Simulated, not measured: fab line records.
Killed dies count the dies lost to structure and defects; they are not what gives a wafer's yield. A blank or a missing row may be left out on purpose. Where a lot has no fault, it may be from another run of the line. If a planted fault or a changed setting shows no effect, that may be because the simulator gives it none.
The same fault as seen by 2 desks | flow rit_cmos | every desk sees just its own numbers, and what lay behind them comes last

## FROM THE METROLOGY DESK
Means of the sampled wafers that have a number, per lot and without regard to the tool the lot ran on: this is what the gauges read. Marked OUT: a lot whose mean sits more than 4 standard deviations from the usual mean, which makes it out of limits; the brackets give that distance.
Columns: A = GATE_POLY_THK at RIT_GATE_THK_MEAS_09, usual 252.6 nm
lot  | first seen here | A
L759 | day 2 16:07     | 248.7
L760 | day 2 19:02     | 249.4
L761 | day 3 06:27     | 254.1
L762 | day 3 12:22     | 251.4
L766 | day 4 10:00     | 154.5 (-39) OUT
L768 | day 4 15:58     | 152.2 (-40) OUT
L771 | day 5 04:22     | 251.7
L772 | day 5 08:26     | 257.3
L778 | day 6 12:58     | 255.3
L779 | day 6 19:17     | 253.6
L780 | day 7 00:47     | 255.9
L782 | day 7 07:28     | 248.8
Finding of this desk: L766, L768 out of limits, first seen on L766 at day 4 10:00 (GATE_POLY_THK at RIT_GATE_THK_MEAS_09). In limits: L759, L760, L761, L762, L771, L772, L778, L779, L780, L782.

## TOOL OWNER'S DESK, lpcvd-01
The tool's own readings at RIT_GATE_CVD_08 (deposits poly-Si from SiH4, target thk 250 nm, time 2220 s): means of the sampled wafers that have a number, for each lot that ran on this tool. Marked OUT: a lot whose mean sits more than 4 standard deviations from the usual mean, which makes it out of limits; the brackets give that distance.
Columns: A = pressure_mtorr at RIT_GATE_CVD_08, usual 300.0 mTorr; B = spike_tc_centre_C at RIT_GATE_CVD_08, usual 612.6 C; C = spike_tc_load_C at RIT_GATE_CVD_08, usual 632.5 C; D = spike_tc_source_C at RIT_GATE_CVD_08, usual 628.4 C; E = susceptor_temp_C at RIT_GATE_CVD_08, usual 610.0 C; F = zone_power_centre_pct at RIT_GATE_CVD_08, usual 26.7 %; G = zone_power_source_pct at RIT_GATE_CVD_08, usual 10.3 %
lot  | first seen here | A     | B               | C               | D               | E               | F    | G
L759 | day 2 14:30     | 299.7 | 610.3           | 630.5           | 631.1           | 610.0           | 26.0 | 9.2
L760 | day 2 17:25     | 299.5 | 613.0           | 630.4           | 628.0           | 609.8           | 26.2 | 10.0
L766 | day 4 07:35     | 299.9 | 592.7 (-18) OUT | 610.4 (-10) OUT | 607.7 (-10) OUT | 589.1 (-65) OUT | 25.2 | 9.4
L768 | day 4 13:31     | 299.0 | 591.3 (-19) OUT | 610.4 (-10) OUT | 607.4 (-10) OUT | 588.8 (-66) OUT | 25.3 | 9.5
This desk's finding: out of limits on L766, L768; first on L766, day 4 07:35 (spike_tc_centre_C at RIT_GATE_CVD_08). In limits: L759, L760.

## ALL TOGETHER
On L766, L768, at day 4 07:35, an alarm was possible from the tool owner's desk.
The metrology desk could have raised an alarm at day 4 10:00, on L766, L768.
Every lot named ran RIT_GATE_CVD_08 on lpcvd-01.

## WHAT THE SIMULATOR PUT IN
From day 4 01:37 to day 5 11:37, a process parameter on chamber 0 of lpcvd-01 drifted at RIT_GATE_CVD_08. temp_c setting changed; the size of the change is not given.
Struck lots among those shown: L766, L768.
Delay (hours) between the fault's onset and each desk's first out-of-limits reading: 6 at the tool owner's desk, 8 at the metrology desk.
